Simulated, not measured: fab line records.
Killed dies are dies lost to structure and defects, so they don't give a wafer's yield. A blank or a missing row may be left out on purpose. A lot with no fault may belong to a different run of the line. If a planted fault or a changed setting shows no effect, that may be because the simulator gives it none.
The tool behind it: which one? || flow berkeleyCmos170 || 14 lots with 42 wafers sampled at 5 steps, on a route of 331 steps

WHAT THE GAUGES SHOWED, per wafer
UCB170_ACTIVE_CD_MEAS_90: the cd target is 1200 nm. Usual: 1200.4 nm for cdNm, sd 1.3.
{"lot": "L338", "measured": "day 4 20:53", "on": "cdSem-02", "cdNm (nm)": "1199.6 1201.5 1200.1", "flag": ""}
{"lot": "L339", "measured": "day 5 14:16", "on": "cdSem-02", "cdNm (nm)": "1200.5 1199.9 1200.9", "flag": ""}
{"lot": "L345", "measured": "day 6 09:01", "on": "cdSem-01", "cdNm (nm)": "1201.3 1202.4 1203.0", "flag": ""}
{"lot": "L341", "measured": "day 6 09:16", "on": "cdSem-02", "cdNm (nm)": "1199.6 1199.5 1198.9", "flag": ""}
{"lot": "L344", "measured": "day 6 13:33", "on": "cdSem-02", "cdNm (nm)": "1199.6 1199.5 1199.5", "flag": ""}
{"lot": "L347", "measured": "day 6 21:37", "on": "cdSem-02", "cdNm (nm)": "1202.1 1202.7 1202.3", "flag": ""}
{"lot": "L350", "measured": "day 7 05:28", "on": "cdSem-02", "cdNm (nm)": "1200.6 1199.8 1199.1", "flag": ""}
{"lot": "L349", "measured": "day 7 05:46", "on": "cdSem-01", "cdNm (nm)": "1200.4 1201.1 1200.9", "flag": ""}
{"lot": "L351", "measured": "day 7 17:10", "on": "cdSem-02", "cdNm (nm)": "1199.1 1199.8 1199.2", "flag": ""}
{"lot": "L352", "measured": "day 7 17:32", "on": "cdSem-01", "cdNm (nm)": "1198.4 1197.1 1198.2", "flag": ""}
{"lot": "L353", "measured": "day 7 17:51", "on": "cdSem-01", "cdNm (nm)": "1200.0 1199.8 1198.7", "flag": ""}
{"lot": "L357", "measured": "day 8 17:33", "on": "cdSem-02", "cdNm (nm)": "1197.8 1197.9 1197.8", "flag": ""}
{"lot": "L360", "measured": "day 9 14:29", "on": "cdSem-02", "cdNm (nm)": "1201.6 1202.6 1201.7", "flag": ""}
{"lot": "L361", "measured": "day 9 14:40", "on": "cdSem-01", "cdNm (nm)": "1200.4 1200.8 1201.2", "flag": ""}

UCB170_FIELD_THK_MEAS_02. Usual: FIELD_OXIDE_THK typically reads 564 nm, with standard deviation 9.2.
{"lot": "L338", "measured": "day 5 07:32", "on": "filmMetro-02", "FIELD_OXIDE_THK (nm)": "568 567 568", "flag": ""}
{"lot": "L339", "measured": "day 6 01:56", "on": "filmMetro-02", "FIELD_OXIDE_THK (nm)": "561 571 561", "flag": ""}
{"lot": "L345", "measured": "day 6 19:33", "on": "filmMetro-02", "FIELD_OXIDE_THK (nm)": "569 584 573", "flag": ""}
{"lot": "L341", "measured": "day 6 19:36", "on": "filmMetro-04", "FIELD_OXIDE_THK (nm)": "571 567 575", "flag": ""}
{"lot": "L344", "measured": "day 6 19:40", "on": "filmMetro-02", "FIELD_OXIDE_THK (nm)": "574 575 576", "flag": ""}
{"lot": "L347", "measured": "day 7 05:21", "on": "filmMetro-02", "FIELD_OXIDE_THK (nm)": "579 576 574", "flag": ""}
{"lot": "L350", "measured": "day 7 14:28", "on": "filmMetro-01", "FIELD_OXIDE_THK (nm)": "581 571 567", "flag": ""}
{"lot": "L349", "measured": "day 7 14:29", "on": "filmMetro-04", "FIELD_OXIDE_THK (nm)": "555 563 563", "flag": ""}
{"lot": "L351", "measured": "day 8 03:13", "on": "filmMetro-01", "FIELD_OXIDE_THK (nm)": "555 561 556", "flag": ""}
{"lot": "L352", "measured": "day 8 03:13", "on": "filmMetro-04", "FIELD_OXIDE_THK (nm)": "566 556 570", "flag": ""}
{"lot": "L353", "measured": "day 8 03:14", "on": "filmMetro-02", "FIELD_OXIDE_THK (nm)": "581 571 575", "flag": ""}
{"lot": "L357", "measured": "day 9 03:16", "on": "filmMetro-01", "FIELD_OXIDE_THK (nm)": "553 551 551", "flag": ""}
{"lot": "L360", "measured": "day 10 03:14", "on": "filmMetro-04", "FIELD_OXIDE_THK (nm)": "557 555 560", "flag": ""}
{"lot": "L361", "measured": "day 10 03:14", "on": "filmMetro-01", "FIELD_OXIDE_THK (nm)": "565 566 569", "flag": ""}

UCB170_NVT_OVL_MEAS_06. Usual: NVT_OVL typically reads -1 nm, with standard deviation 6.3.
{"lot": "L338", "measured": "day 6 16:13", "on": "overlay-01", "NVT_OVL (nm)": "6 9 -3", "flag": ""}
{"lot": "L339", "measured": "day 7 06:05", "on": "overlay-01", "NVT_OVL (nm)": "0 1 14", "flag": ""}
{"lot": "L345", "measured": "day 8 01:25", "on": "overlay-02", "NVT_OVL (nm)": "-5 -4 -5", "flag": ""}
{"lot": "L341", "measured": "day 8 01:08", "on": "overlay-01", "NVT_OVL (nm)": "6 1 -2", "flag": ""}
{"lot": "L344", "measured": "day 8 00:59", "on": "overlay-02", "NVT_OVL (nm)": "3 11 4", "flag": ""}
{"lot": "L347", "measured": "day 8 09:44", "on": "overlay-02", "NVT_OVL (nm)": "6 11 13", "flag": ""}
{"lot": "L350", "measured": "day 8 21:41", "on": "overlay-01", "NVT_OVL (nm)": "-1 1 -3", "flag": ""}
{"lot": "L349", "measured": "day 8 21:25", "on": "overlay-02", "NVT_OVL (nm)": "-11 -7 -15", "flag": ""}
{"lot": "L351", "measured": "day 9 09:19", "on": "overlay-01", "NVT_OVL (nm)": "-7 -8 -8", "flag": ""}
{"lot": "L352", "measured": "day 9 08:36", "on": "overlay-01", "NVT_OVL (nm)": "-7 2 -6", "flag": ""}
{"lot": "L353", "measured": "day 9 09:02", "on": "overlay-01", "NVT_OVL (nm)": "-2 -8 -7", "flag": ""}
{"lot": "L357", "measured": "day 10 10:59", "on": "overlay-01", "NVT_OVL (nm)": "-4 -2 -7", "flag": ""}
{"lot": "L360", "measured": "day 11 05:34", "on": "overlay-01", "NVT_OVL (nm)": "-10 -4 -1", "flag": ""}
{"lot": "L361", "measured": "day 11 05:01", "on": "overlay-02", "NVT_OVL (nm)": "-2 0 8", "flag": ""}

UCB170_GATE_THK_MEAS_02. Usual: GATE_OXIDE_THK typically reads 6.57 nm, with standard deviation 0.085.
{"lot": "L338", "measured": "day 6 23:26", "on": "filmMetro-03", "GATE_OXIDE_THK (nm)": "6.34 6.34 6.36", "flag": ""}
{"lot": "L339", "measured": "day 7 15:31", "on": "filmMetro-02", "GATE_OXIDE_THK (nm)": "6.53 6.59 6.58", "flag": ""}
{"lot": "L345", "measured": "day 8 10:13", "on": "filmMetro-04", "GATE_OXIDE_THK (nm)": "6.47 6.56 6.68", "flag": ""}
{"lot": "L341", "measured": "day 8 10:14", "on": "filmMetro-03", "GATE_OXIDE_THK (nm)": "6.61 6.59 6.68", "flag": ""}
{"lot": "L344", "measured": "day 8 10:08", "on": "filmMetro-04", "GATE_OXIDE_THK (nm)": "6.58 6.49 6.44", "flag": ""}
{"lot": "L347", "measured": "day 8 17:41", "on": "filmMetro-03", "GATE_OXIDE_THK (nm)": "6.42 6.52 6.51", "flag": ""}
{"lot": "L350", "measured": "day 9 06:07", "on": "filmMetro-03", "GATE_OXIDE_THK (nm)": "6.73 6.71 6.62", "flag": ""}
{"lot": "L349", "measured": "day 9 06:07", "on": "filmMetro-04", "GATE_OXIDE_THK (nm)": "6.58 6.50 6.63", "flag": ""}
{"lot": "L351", "measured": "day 9 17:36", "on": "filmMetro-02", "GATE_OXIDE_THK (nm)": "6.52 6.77 6.62", "flag": ""}
{"lot": "L352", "measured": "day 9 17:32", "on": "filmMetro-02", "GATE_OXIDE_THK (nm)": "6.48 6.58 6.65", "flag": ""}
{"lot": "L353", "measured": "day 9 17:37", "on": "filmMetro-04", "GATE_OXIDE_THK (nm)": "6.68 6.61 6.56", "flag": ""}
{"lot": "L357", "measured": "day 10 18:44", "on": "filmMetro-04", "GATE_OXIDE_THK (nm)": "6.52 6.52 6.58", "flag": ""}
{"lot": "L360", "measured": "day 11 13:23", "on": "filmMetro-03", "GATE_OXIDE_THK (nm)": "8.62 8.68 8.59", "flag": "OFF"}
{"lot": "L361", "measured": "day 11 13:22", "on": "filmMetro-02", "GATE_OXIDE_THK (nm)": "8.66 8.60 8.66", "flag": "OFF"}

EACH LOT AND THE TOOL THAT RAN IT (in order: tool; ch and the chambers of the sampled wafers; start)
{"lot": "L338", "UCB170_GATE_OXIDATION_01": "furnace-02 ch 0, day 6 21:55"}
{"lot": "L339", "UCB170_GATE_OXIDATION_01": "furnace-02 ch 0, day 7 13:59"}
{"lot": "L345", "UCB170_GATE_OXIDATION_01": "furnace-02 ch 0, day 8 08:38"}
{"lot": "L341", "UCB170_GATE_OXIDATION_01": "furnace-02 ch 0, day 8 08:38"}
{"lot": "L344", "UCB170_GATE_OXIDATION_01": "furnace-02 ch 0, day 8 08:38"}
{"lot": "L347", "UCB170_GATE_OXIDATION_01": "furnace-02 ch 0, day 8 16:10"}
{"lot": "L350", "UCB170_GATE_OXIDATION_01": "furnace-01 ch 0, day 9 04:37"}
{"lot": "L349", "UCB170_GATE_OXIDATION_01": "furnace-01 ch 0, day 9 04:37"}
{"lot": "L351", "UCB170_GATE_OXIDATION_01": "furnace-01 ch 0, day 9 16:02"}
{"lot": "L352", "UCB170_GATE_OXIDATION_01": "furnace-01 ch 0, day 9 16:02"}
{"lot": "L353", "UCB170_GATE_OXIDATION_01": "furnace-01 ch 0, day 9 16:02"}
{"lot": "L357", "UCB170_GATE_OXIDATION_01": "furnace-04 ch 0, day 10 17:14"}
{"lot": "L360", "UCB170_GATE_OXIDATION_01": "furnace-01 ch 0, day 11 11:52"}
{"lot": "L361", "UCB170_GATE_OXIDATION_01": "furnace-01 ch 0, day 11 11:52"}
- UCB170_GATE_OXIDATION_01: target thk 6.6 nm, ox time 1800 s.

WHAT THE TOOLS THEMSELVES READ (means of the sampled wafers that have a number; where no wafer has one, the mark that the record gives instead)
UCB170_GATE_OXIDATION_01. Usual: spikeTcLoadC 873.4 C, standard deviation 2.5; tube_center_temp_C_max 852.2, standard deviation 0.36; zonePowerSourcePct 22.8 %, standard deviation 1.5.
{"lot": "L338", "tool": "furnace-02", "spikeTcLoadC (C)": 870.8, "tube_center_temp_C_max": 852.2, "zonePowerSourcePct (%)": 24.5, "flag": ""}
{"lot": "L339", "tool": "furnace-02", "spikeTcLoadC (C)": 872.1, "tube_center_temp_C_max": 852.1, "zonePowerSourcePct (%)": 24.2, "flag": ""}
{"lot": "L345", "tool": "furnace-02", "spikeTcLoadC (C)": 871.2, "tube_center_temp_C_max": 852.1, "zonePowerSourcePct (%)": 24.4, "flag": ""}
{"lot": "L341", "tool": "furnace-02", "spikeTcLoadC (C)": 872.4, "tube_center_temp_C_max": 852.0, "zonePowerSourcePct (%)": 24.4, "flag": ""}
{"lot": "L344", "tool": "furnace-02", "spikeTcLoadC (C)": 872.3, "tube_center_temp_C_max": 852.1, "zonePowerSourcePct (%)": 24.5, "flag": ""}
{"lot": "L347", "tool": "furnace-02", "spikeTcLoadC (C)": 871.4, "tube_center_temp_C_max": 852.4, "zonePowerSourcePct (%)": 24.5, "flag": ""}
{"lot": "L350", "tool": "furnace-01", "spikeTcLoadC (C)": 876.7, "tube_center_temp_C_max": 852.5, "zonePowerSourcePct (%)": 21.6, "flag": ""}
{"lot": "L349", "tool": "furnace-01", "spikeTcLoadC (C)": 877.2, "tube_center_temp_C_max": 852.3, "zonePowerSourcePct (%)": 21.4, "flag": ""}
{"lot": "L351", "tool": "furnace-01", "spikeTcLoadC (C)": 876.8, "tube_center_temp_C_max": 852.1, "zonePowerSourcePct (%)": 21.4, "flag": ""}
{"lot": "L352", "tool": "furnace-01", "spikeTcLoadC (C)": 877.0, "tube_center_temp_C_max": 852.0, "zonePowerSourcePct (%)": 21.4, "flag": ""}
{"lot": "L353", "tool": "furnace-01", "spikeTcLoadC (C)": 876.3, "tube_center_temp_C_max": 852.1, "zonePowerSourcePct (%)": 21.3, "flag": ""}
{"lot": "L357", "tool": "furnace-04", "spikeTcLoadC (C)": 870.8, "tube_center_temp_C_max": 852.3, "zonePowerSourcePct (%)": 21.4, "flag": ""}
{"lot": "L360", "tool": "furnace-01", "spikeTcLoadC (C)": 876.9, "tube_center_temp_C_max": 852.0, "zonePowerSourcePct (%)": 21.3, "flag": ""}
{"lot": "L361", "tool": "furnace-01", "spikeTcLoadC (C)": 875.9, "tube_center_temp_C_max": 852.4, "zonePowerSourcePct (%)": 21.4, "flag": ""}

THE ANSWER, worked out from the rows above alone
Rule: a lot is off if the mean of its wafers that have a number lies more than 3 standard deviations from the usual mean. A lot without any number at a reading at which 4 lots or more have one is off too. Where the step has rows for the other lots, those lots are counted as sound. The gauges are gone through in route order, then the tools' own readings, and for those a lot's mean is taken as printed above. At the first step where some lot is off, the reading lying furthest off is the one used; lots without a number count as furthest.
Off: at UCB170_GATE_THK_MEAS_02 (GATE_OXIDE_THK), L360, L361.
A tool fits if, at a process step before that reading, it ran every lot that is off, and no sound lot after the first of them. Those tools and the gauges at UCB170_GATE_THK_MEAS_02 are tried in the same way. One fits: furnace-01 at UCB170_GATE_OXIDATION_01. Its last sound lot is L351 (day 9 16:02), its first lot that is off L360 (day 11 11:52): a fault that began between those two fits.

WHAT HAD BEEN PUT IN BY THE SIMULATOR
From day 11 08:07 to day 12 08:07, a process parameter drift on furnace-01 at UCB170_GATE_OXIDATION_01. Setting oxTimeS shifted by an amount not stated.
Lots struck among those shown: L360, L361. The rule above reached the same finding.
